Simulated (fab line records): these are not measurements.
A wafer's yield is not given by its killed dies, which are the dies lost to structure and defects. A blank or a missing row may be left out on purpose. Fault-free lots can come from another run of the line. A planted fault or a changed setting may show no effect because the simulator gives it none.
Struck lot and sound lot, side by side	flow rit cmos	20 out of 202 route steps
Sound: wafers L301.2, L301.3, L301.6. Struck: wafers L310.2, L310.3, L310.5. The cause is named last.
Per side, at each step with rows, come the tool, then ch with its chambers, and then its first start. Under that, the readings that differ: sound wafers	struck wafers	difference of the means	sigmas: that difference in standard deviations of wafers without a fault.
alike: same words and numbers on both sides, and readings whose means sit less than 2 such deviations apart. not compared: any withheld reading, any reading some wafer has no value for, any bound like >300 that may hide the same value, and any number with overlapping values for which the record gives no deviation.
The two part at a step that has a row with sigmas, a row that says differs or no value, or rows on one side only. Numbers that have no deviation but don't overlap get no sigmas and don't part them. A reading missing from all wafers of one side parts the sides only when that side holds two or more wafers.

first, 2 steps without rows for these wafers: RIT_NLDD_PEB_04; RIT_NLDD_DEVELOP_05 (develop time 50 s).
RIT_NLDD_OVL_MEAS_06:
  sound on overlay-01 at day 3 14:16; struck on overlay-01 at day 5 17:14
  alike: NLDD_OVL
then, 2 steps without rows for these wafers: RIT_NLDD_HARDBAKE_07 (time 60 s); RIT_NLDD_IMPLANT_08.
RIT_NLDD_STRIP_09: strips in O2, time 180 s.
  sound on plasma asher-01 ch 0,1, day 3 14:43; struck on plasma asher-01 ch 0,1, day 5 17:34
  alike: drypump motor current A
  not compared: rf hours counter h
RIT_NLDD_TW_MEAS_10:
  sound on film metro-03 at day 3 14:54; struck on film metro-02 at day 5 17:44
  alike: NLDD_TW
then, 5 steps without rows for these wafers: RIT_PLDD_HMDS_00 (prime time 60 s); RIT_PLDD_COAT_01 (resist thk 1000 nm); RIT_PLDD_SOFTBAKE_02 (time 60 s); RIT_PLDD_EXPOSE_03 (exposes mask M8, target cd 40900 nm); RIT_PLDD_PEB_04.
RIT_PLDD_DEVELOP_05: develop time 50 s.
  sound on litho track-02 ch 0, day 3 15:00; struck on litho track-01 ch 0, day 5 18:00
  alike: resist line temp C
RIT_PLDD_OVL_MEAS_06:
  sound on overlay-01 at day 3 15:56; struck on overlay-01 at day 5 18:46
  alike: PLDD_OVL
then, 2 steps without rows for these wafers: RIT_PLDD_HARDBAKE_07 (time 60 s); RIT_PLDD_IMPLANT_08.
RIT_PLDD_STRIP_09: strips in O2, time 180 s.
  sound on plasma asher-02 ch 0,1, day 3 16:16; struck on plasma asher-04 ch 0, day 5 19:06
reading	sound	struck	difference	sigmas
drypump motor current A (A)	5.1 5.2 4.6	6.3 6.3 6.3	+1.3	+2
  not compared: rf hours counter h
RIT_PLDD_TW_MEAS_10:
  sound on film metro-02 at day 3 16:26; struck on film metro-03 at day 5 19:17
reading	sound	struck	difference	sigmas
PLDD_TW	2332 2325 2326	30 30 30	-2298	-99 or more
then, 1 step without rows for these wafers: RIT_SPACER_CLEAN_00 (cleans in SC1, time 600 s).
RIT_M1_PROBE_99:
  sound on prober-02 at day 4 06:56; struck on prober-02 at day 6 08:58
reading	sound	struck	difference	sigmas
killed at front end	9 14 12	264 264 264	+252	+87
killed dies	9 14 12	264 264 264	+252	+87
killed on rim	3 4 6	70 70 70	+66	+47
  alike: killed at contacts, killed open, killed short

== WHERE THEY PART ==
Last at RIT_M1_PROBE_99 as far as this record goes, first at RIT_PLDD_STRIP_09.

WHY: what had been put in by the simulator
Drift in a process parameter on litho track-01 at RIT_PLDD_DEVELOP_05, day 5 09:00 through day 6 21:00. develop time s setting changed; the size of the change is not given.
